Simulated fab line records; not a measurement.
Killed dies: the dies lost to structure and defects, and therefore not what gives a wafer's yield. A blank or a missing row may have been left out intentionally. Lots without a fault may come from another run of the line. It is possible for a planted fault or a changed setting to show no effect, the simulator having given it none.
Problem report in the 8D (eight disciplines) form, filled by code / flow berkeley_cmos170 / the parts of the form that need people (team, actions taken, sign-off) are left out

## 1. PROBLEM STATEMENT
Wafers without a fault read 1500.0 rpm, standard deviation 0.96; spin_speed_rpm at UCB170_GATE_COAT_07 reads a mean of 1613.9 rpm on 6 wafers belonging to 2 lots. That is +99 or more standard deviations from the usual mean.
The step: resist thk 900 nm.
The first sign was on wafer L275.2 at day 8 11:00, on litho_track-03. At this step, 18 wafers from 6 lots have a number in the record. By rule, "out" or "out of limits" means more than 4 standard deviations away from the usual mean. The rest of the wafers with a number are treated as sound.

## 2. WHAT THIS IS AND IS NOT
question=which readings at this step | is=spin_speed_rpm | is not=-
question=which lots | is=L275, L278 | is not=L268, L269, L283, L290
question=which wafers of those lots | is=all that have a number | is not=-
question=read on which tools | is=litho_track-03 | is not=litho_track-01, litho_track-02
question=when | is=from day 8 11:00 | is not=up to then (6 sound wafers); but 6 sound wafers of L283, L290 came after

## 3. WHAT RULES OUT EACH SUSPECT
Counting: any tool at a process step up to the reading is kept as a suspect provided that every lot that is out went through it and no sound lot did after the first of them.
- litho_track-03 at UCB170_GATE_COAT_07 (resist thk 900 nm): kept. Every lot that is out went through it, starting with L275 (day 8 11:00), and after that it ran no sound lot; the last sound lot it ran before then is L268 (day 7 14:00). Out on those wafers are its own readings of spin_speed_rpm.
The count leaves litho_track-03 at UCB170_GATE_COAT_07.

## 4. THE CAUSE (what the simulator had put in)
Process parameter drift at UCB170_GATE_COAT_07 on litho_track-03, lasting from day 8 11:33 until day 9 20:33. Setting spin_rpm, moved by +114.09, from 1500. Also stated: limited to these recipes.
After counting, this tool was the only one left.

## 5. SEQUENCE OF EFFECTS, ordered by route
One row per reading whose mean, taken over the struck wafers that have a number, lies over 3 standard deviations from the usual. Readings are gone through only where the record gives a usual standard deviation; hours: the median, over the lots, of the time from a lot's start at the first step in this table giving one to that lot's start at this step; sigmas: the change measured in usual standard deviations.
hours=0; step=UCB170_GATE_COAT_07; reading=spin_speed_rpm; usual=1500.0 rpm; on struck wafers=1613.9; change=+113.9; sigmas=+99 or more
Here are the process steps it includes:
- UCB170_GATE_COAT_07: resist thk 900 nm.
Later steps that measure or inspect, where all struck wafers having a row at the step show a number for every such reading and not one has moved that far: UCB170_GATE_CD_MEAS_12, UCB170_GATE_OVL_MEAS_13.

## 6. HOW IT WOULD HAVE BEEN CAUGHT EARLIER
In this record the first reading out of limits was taken at day 8 11:00.
